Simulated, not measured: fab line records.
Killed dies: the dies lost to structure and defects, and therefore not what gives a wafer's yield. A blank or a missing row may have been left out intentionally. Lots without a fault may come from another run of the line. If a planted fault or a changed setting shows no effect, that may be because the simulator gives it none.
What tool caused it? :: flow berkeley-cmos170 :: 21 wafers sampled from 7 lots at 1 step of a route of 331

## WHAT THE GAUGES SHOWED, per wafer
UCB170_START_BOW_MEAS_00.
lot: L310
measured: day 1 15:00
on: film-metro-02
INCOMING_BOW (um): -2 -5 0

lot: L313
measured: day 2 06:00
on: film-metro-01
INCOMING_BOW (um): -1 -1 0

lot: L316
measured: day 2 21:02
on: film-metro-03
INCOMING_BOW (um): -3 -2 -3

lot: L318
measured: day 3 07:00
on: film-metro-02
INCOMING_BOW (um): -2 -8 -2

lot: L323
measured: day 4 08:01
on: film-metro-01
INCOMING_BOW (um): -8 6 -3

lot: L329
measured: day 5 14:00
on: film-metro-02
INCOMING_BOW (um): 8 2 3

lot: L332
measured: day 6 05:01
on: film-metro-02
INCOMING_BOW (um): -5 2 -2

## WHAT TOOL EACH LOT RAN ON (gives the tool, then ch and the chambers of the sampled wafers, and finally the start)
The record shows no process step preceding these readings.

## THE ANSWER, worked out from the rows above alone
Rule: the usual values come from the lots themselves. The widest of any qualifying gaps counts: lots, ordered by their means at a reading, are off when they make up no more than a third of the lots, leave a main group of 4 or more, and stand apart from it by 3 or more times the standard deviation of that group's means. Not used: any main group whose means are identical at the precision the tables above print for the reading. A lot without any number at a reading at which 4 lots or more have one is off too. Where the step has rows for the other lots, those lots are counted as sound.
Off: L329, at UCB170_START_BOW_MEAS_00 (INCOMING_BOW). The main group has a mean of -2 um with a standard deviation of 1.
A tool fits if, at a process step before that reading, it ran every lot that is off, and no sound lot after the first of them. The gauges at UCB170_START_BOW_MEAS_00 are tried like those tools. Of those tried, none fits.

## WHAT THE SIMULATOR HAD PUT IN
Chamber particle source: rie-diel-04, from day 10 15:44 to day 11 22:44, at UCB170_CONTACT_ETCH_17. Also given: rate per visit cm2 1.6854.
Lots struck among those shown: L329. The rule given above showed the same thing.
